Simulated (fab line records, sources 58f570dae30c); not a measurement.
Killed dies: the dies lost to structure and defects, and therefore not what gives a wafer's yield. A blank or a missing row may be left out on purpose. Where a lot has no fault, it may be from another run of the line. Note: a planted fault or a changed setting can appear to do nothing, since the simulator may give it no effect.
The tool behind it: which one? | flow berkeley cmos170 | Sampling: 7 lots, 21 wafers, 3 of 331 route steps

== WHAT THE GAUGES READ, wafer by wafer ==
UCB170_SILICIDE_RS_MEAS_02: measures by four-point-probe.
lot  | measured     | on            | SILICIDE_TI_RS (ohm/sq)
L475 | day 7 09:46  | film metro-02 | 25.4 25.0 25.2
L481 | day 8 06:50  | film metro-03 | 26.1 26.6 25.9
L484 | day 8 23:37  | film metro-03 | 26.3 26.4 25.9
L491 | day 9 23:35  | film metro-03 | 26.6 26.6 26.4
L494 | day 11 01:21 | film metro-02 | 25.6 25.8 25.7
L497 | day 11 09:43 | film metro-03 | 25.9 25.9 25.6

== WHICH TOOL RAN EACH LOT (tool, then ch and the chambers of the sampled wafers, then the start) ==
lot  | UCB170_NWELL_DEVELOP_11          | UCB170_SDANNEAL_RTA_00
L475 | litho track-04 ch 0, day 2 17:00 | rtp anneal-02 ch 0, day 7 09:01
L481 | litho track-03 ch 0, day 3 18:00 | rtp anneal-01 ch 0, day 8 06:08
L484 | litho track-03 ch 0, day 4 07:00 | rtp anneal-01 ch 0, day 8 22:55
L491 | litho track-04 ch 0, day 5 18:00 | rtp anneal-01 ch 0, day 9 22:53
L489 | litho track-02, day 5 18:00      | -
L494 | litho track-04 ch 0, day 6 09:00 | rtp anneal-01 ch 0, day 11 00:38
L497 | litho track-04 ch 0, day 6 23:00 | rtp anneal-01 ch 0, day 11 09:00
- UCB170_NWELL_DEVELOP_11: develop time 45 s.
- UCB170_SDANNEAL_RTA_00: time 10 s.

== THE ANSWER, worked out from the rows above alone ==
Rule: usual is defined by the lots themselves. The widest of any qualifying gaps counts: lots, ordered by their means at a reading, are off when they make up no more than a third of the lots, leave a main group of 4 or more, and stand apart from it by 3 or more times the standard deviation of that group's means. If all means in a main group match to the digits the tables above print for the reading, that group is not used. A lot without any number at a reading at which 4 lots or more have one is off too. The other lots that the step has rows for count as sound.
No lot is off on any of the readings shown, so nothing can be concluded from this.

== WHAT HAD BEEN PUT IN BY THE SIMULATOR ==
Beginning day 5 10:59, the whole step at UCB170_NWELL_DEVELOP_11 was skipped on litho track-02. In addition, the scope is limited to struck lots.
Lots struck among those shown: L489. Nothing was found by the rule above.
